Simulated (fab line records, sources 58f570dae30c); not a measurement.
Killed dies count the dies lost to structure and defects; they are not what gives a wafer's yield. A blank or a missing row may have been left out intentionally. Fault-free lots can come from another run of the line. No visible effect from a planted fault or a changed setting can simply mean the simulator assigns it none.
One fault through the eyes of 2 desks	flow berkeleyCmos170	numbers are kept per desk, each desk with only its own; the story behind them comes last

== DESK OF THE TOOL OWNER: krfScanner-01 ==
The tool's own readings at UCB170_M1_EXPOSE_06 (exposes mask METAL1, target cd 700 nm): means of the sampled wafers that have a number, for each lot that ran on this tool. Marked OUT: a lot whose mean sits more than 4 standard deviations from the usual mean, which makes it out of limits; the brackets give that distance.
Columns: A = exposureDoseMJCm2 at UCB170_M1_EXPOSE_06, usual 20.996
lot	first seen here	A
L635	day 8 11:39	20.959
L636	day 8 12:31	21.006
L645	day 10 22:44	20.899 (-4.4) OUT
This desk finds L645 out of limits, L645 being first, at day 10 22:44 (exposureDoseMJCm2 at UCB170_M1_EXPOSE_06). Within limits: L635, L636.

== FROM THE METROLOGY DESK ==
What the gauges read for every lot (on any tool): the sampled wafers with a number, averaged. Marked OUT: a lot whose mean sits more than 4 standard deviations from the usual mean, which makes it out of limits; the brackets give that distance.
Columns: A = CONTACT_PSG_THK at UCB170_CONTACT_THK_MEAS_02, usual 699 nm
lot	first seen here	A
L635	day 8 07:30	708
L637	day 8 09:13	699
L636	day 8 09:13	703
L638	day 9 00:14	709
L639	day 9 01:01	700
L646	day 10 16:40	693
L645	day 10 18:26	689
L647	day 10 18:28	692
L650	day 11 18:23	701
L653	day 11 19:28	704
L655	day 13 03:31	696
L658	day 14 05:02	699
Finding of this desk: none of the 12 lots has anything out of limits.

== BROUGHT TOGETHER ==
An alarm could have come from the tool owner's desk at day 10 22:44, on L645.
From the metrology desk's view, nothing was out of limits.
The metrology desk has L645 on record, within its limits.
All the named lots went through UCB170_M1_EXPOSE_06 on krfScanner-01.

== WHAT THE SIMULATOR HAD PUT IN ==
Process parameter drift: krfScanner-01, from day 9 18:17 on, at UCB170_M1_EXPOSE_06. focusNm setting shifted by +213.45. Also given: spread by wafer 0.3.
Struck lots among those shown: L645.
Time in hours from fault onset to the first out-of-limits reading at each desk: the tool owner's desk, 28.
